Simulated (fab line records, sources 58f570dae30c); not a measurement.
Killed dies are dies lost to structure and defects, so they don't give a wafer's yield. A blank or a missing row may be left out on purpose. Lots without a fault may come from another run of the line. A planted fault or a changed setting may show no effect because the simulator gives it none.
Chamber matching | flow berkeley_cmos170 | UCB170_GATE_ETCH_15 on rie_si-02: 4 sister chambers
The step etches poly-Si in HBr/Cl2, stops on SiO2, time 56.3 s, target depth 278.2 nm. 4 wafers are shown with their chamber, then 7 later ones without.

WAFERS WITH THEIR CHAMBER
wafer  | chamber | throttle_valve_pct (%)
L357.3 | 3       | 26.14
L361.5 | 2       | 26.60
L361.6 | 1       | 26.54
L360.2 | 0       | 27.03

WAFERS WITHOUT THEIR CHAMBER
wafer  | throttle_valve_pct (%)
L360.5 | 26.14
L360.6 | 27.02
L364.1 | 27.03
L364.4 | 26.15
L364.5 | 27.02
L367.1 | 27.01
L367.6 | 26.54

WHICH CHAMBER EACH WENT THROUGH
wafer  | from the rows above | in truth
L360.5 | 3                   | 3
L360.6 | 0                   | 0
L364.1 | 0                   | 0
L364.4 | 3                   | 3
L364.5 | 0                   | 0
L367.1 | 0                   | 0
L367.6 | 1                   | 1
Placed correctly: 7 of 7. Can't be placed from these rows: 0. Placed wrongly: 0.
How it was worked out, from the rows above alone: a wafer's distance from a chamber is the root of the sum, over the readings, of the square of ((its reading less the chamber's mean) divided by the reading's scatter). The wafer belongs to the nearest chamber; if the next one is less than 2 further off, it can't be placed. A chamber's mean is the mean of its shown wafers. The scatter: with one shown wafer a chamber, the root of the mean of the squares of how far each hidden wafer lies from its nearest shown one.
